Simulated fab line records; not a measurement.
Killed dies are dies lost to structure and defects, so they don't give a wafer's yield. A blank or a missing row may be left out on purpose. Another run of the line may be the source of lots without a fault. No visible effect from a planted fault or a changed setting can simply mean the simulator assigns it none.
Which of the tools did it? ; flow berkeley cmos170 ; 42 wafers from 14 lots sampled at 4 of the route's 331 steps

## WHAT THE GAUGES SHOWED, per wafer
UCB170_V1_THK_MEAS_04. Usual: V1_POLISHED_THK 1000.3 nm, standard deviation 1.2.
lot;measured;on;V1_POLISHED_THK (nm);flag
L999;day 7 02:35;film metro-04;998.7 999.8 1001.2;
L101;day 7 10:17;film metro-03;1000.1 1000.0 999.5;
L100;day 7 10:22;film metro-02;999.4 998.6 998.3;
L104;day 8 03:31;film metro-03;1000.7 1002.4 1000.9;
L102;day 8 03:50;film metro-02;1000.5 1000.5 998.6;
L103;day 8 03:31;film metro-04;999.5 1000.4 999.2;
L106;day 8 17:12;film metro-02;1001.6 1000.9 1001.5;
L105;day 8 17:13;film metro-04;1000.1 1001.6 999.3;
L107;day 8 23:59;film metro-03;999.5 1000.0 999.8;
L120;day 12 04:36;film metro-04;999.8 1000.3 999.2;
L121;day 12 04:36;film metro-03;999.6 997.9 1000.3;
L122;day 12 04:18;film metro-04;999.6 1001.0 1001.1;

## WHICH TOOL RAN EACH LOT (tool, then ch and the chambers of the sampled wafers, then the start)
lot;UCB170_NVT_STRIP_08;UCB170_GATE_ETCH_15;UCB170_M1_PEB_07
L999;plasma asher-04 ch 1, day 5 06:31;rie si-01 ch 0,1,3, day 5 22:43;litho track-02 ch 0, day 6 21:40
L101;plasma asher-04 ch 0,1, day 5 13:34;rie si-02 ch 1,2,3, day 6 06:12;litho track-04 ch 0, day 7 03:53
L100;plasma asher-02 ch 0,1, day 5 13:49;rie si-01 ch 2,3, day 6 05:58;litho track-02 ch 0, day 7 04:14
L104;plasma asher-01 ch 0,1, day 6 08:01;rie si-02 ch 0,1,3, day 7 00:44;litho track-01 ch 0, day 7 23:32
L102;plasma asher-02 ch 0,1, day 6 08:10;rie si-01 ch 0,1, day 7 00:53;litho track-04 ch 0, day 7 23:25
L103;plasma asher-01 ch 0,1, day 6 08:22;rie si-01 ch 0,1,3, day 7 00:37;litho track-01 ch 0, day 7 23:16
L106;plasma asher-04 ch 0,1, day 6 22:38;rie si-02 ch 0,2, day 7 12:50;litho track-04 ch 0, day 8 11:07
L105;plasma asher-02 ch 1, day 6 22:54;rie si-01 ch 0,1,2, day 7 13:05;litho track-01 ch 0, day 8 10:37
L107;plasma asher-01 ch 0,1, day 7 02:46;rie si-02 ch 0,1,3, day 7 18:51;litho track-02 ch 0, day 8 17:16
L119;plasma asher-02 ch 0,1, day 9 10:48;rie si-02 ch 0,2,3, day 9 21:32;litho track-01, day 10 20:23
L117;plasma asher-02 ch 0,1, day 9 11:31;rie si-01 ch 0,1,3, day 9 21:46;litho track-04, day 10 19:16
L120;plasma asher-04 ch 0,1, day 10 07:10;rie si-02 ch 0,1,3, day 10 22:17;litho track-04 ch 0, day 12 00:14
L121;plasma asher-01 ch 0,1, day 10 07:13;rie si-02 ch 1,3, day 10 22:34;litho track-04 ch 0, day 12 00:43
L122;plasma asher-02 ch 0,1, day 10 07:26;rie si-01 ch 0,2,3, day 10 22:19;litho track-02 ch 0, day 12 00:29
- UCB170_NVT_STRIP_08: strips in O2.
- UCB170_GATE_ETCH_15: etches poly-Si in HBr/Cl2, stops on SiO2, time 56.3 s, target depth 278.2 nm.
- UCB170_M1_PEB_07

## WHAT THE TOOLS THEMSELVES READ (means of the sampled wafers that have a number; where no wafer has one, the mark that the record gives instead)
UCB170_NVT_STRIP_08. Usual: drypump motor current A 5.7 A, standard deviation 0.55; oes product au 0.734 a.u., standard deviation 0.0047; strip time to endpoint s 21.45 s, standard deviation 0.066.
lot;tool;drypump motor current A (A);oes product au (a.u.);strip time to endpoint s (s);flag
L999;plasma asher-04;6.2;0.737;21.46;
L101;plasma asher-04;5.6;0.737;21.30;
L100;plasma asher-02;5.7;0.729;21.35;
L104;plasma asher-01;6.0;0.730;21.42;
L102;plasma asher-02;5.7;0.736;21.43;
L103;plasma asher-01;6.0;0.736;21.50;
L106;plasma asher-04;5.6;0.736;21.45;
L105;plasma asher-02;4.8;0.736;21.46;
L107;plasma asher-01;6.0;0.735;21.48;
L119;plasma asher-02;5.2;0.730;21.43;
L117;plasma asher-02;5.7;0.734;21.41;
L120;plasma asher-04;5.9;0.734;21.35;
L121;plasma asher-01;6.0;0.732;21.45;
L122;plasma asher-02;5.7;0.730;21.46;

UCB170_GATE_ETCH_15. Usual: drypump motor current A 5.7 A, standard deviation 0.3; oes product au 0.835 a.u., standard deviation 0.012; throttle valve pct 26.38 %, standard deviation 0.18.
lot;tool;drypump motor current A (A);oes product au (a.u.);throttle valve pct (%);flag
L999;rie si-01;6.0;0.840;26.41;
L101;rie si-02;5.4;0.835;26.30;
L100;rie si-01;6.0;0.844;26.61;
L104;rie si-02;5.5;0.834;26.40;
L102;rie si-01;6.0;0.841;26.32;
L103;rie si-01;6.0;0.841;26.40;
L106;rie si-02;5.5;0.830;26.17;
L105;rie si-01;6.0;0.832;26.38;
L107;rie si-02;5.5;0.824;26.39;
L119;rie si-02;5.4;0.826;26.32;
L117;rie si-01;6.0;0.835;26.41;
L120;rie si-02;5.6;0.827;26.39;
L121;rie si-02;5.4;0.823;26.44;
L122;rie si-01;6.1;0.837;26.54;

UCB170_M1_PEB_07. Usual: chill plate temp C 22.99 C, standard deviation 0.11; exhaust pa 45.0 Pa, standard deviation 0.96; plate sensor t centre C 131.41 C, standard deviation 0.011; plate sensor t edge C 131.53 C, standard deviation 0.0098.
lot;tool;chill plate temp C (C);exhaust pa (Pa);plate sensor t centre C (C);plate sensor t edge C (C);flag
L999;litho track-02;22.88;45.4;131.40;131.52;
L101;litho track-04;23.07;43.8;131.40;131.53;
L100;litho track-02;22.97;43.8;131.40;131.53;
L104;litho track-01;22.96;45.5;131.41;131.52;
L102;litho track-04;23.06;43.0;131.41;131.53;
L103;litho track-01;23.07;46.3;131.42;131.54;
L106;litho track-04;22.88;45.1;131.41;131.53;
L105;litho track-01;23.00;46.6;131.41;131.53;
L107;litho track-02;22.91;44.3;131.41;131.54;
L119;litho track-01;-;-;-;-;OFF
L117;litho track-04;-;-;-;-;OFF
L120;litho track-04;22.98;44.5;131.40;131.52;
L121;litho track-04;22.91;45.2;131.41;131.53;
L122;litho track-02;23.04;44.6;131.41;131.53;

## THE ANSWER, worked out from the rows above alone
Rule: a lot is off if the mean of its wafers that have a number lies more than 3 standard deviations from the usual mean. Also off: a lot with no number at a reading for which 4 or more lots have one. Where the step has rows for the other lots, those lots are counted as sound. The gauges are gone through in route order, then the tools' own readings, and for those a lot's mean is taken as printed above. At the first step where some lot is off, the reading lying furthest off is the one used; lots without a number count as furthest.
Off, at UCB170_M1_PEB_07 on chill plate temp C: L119, L117. Without a number there: L119, L117.
A tool fits if, at that step or a process step before it, it ran every lot that is off, and no sound lot after the first of them. None of those tried fits.

## WHAT THE SIMULATOR HAD INSERTED
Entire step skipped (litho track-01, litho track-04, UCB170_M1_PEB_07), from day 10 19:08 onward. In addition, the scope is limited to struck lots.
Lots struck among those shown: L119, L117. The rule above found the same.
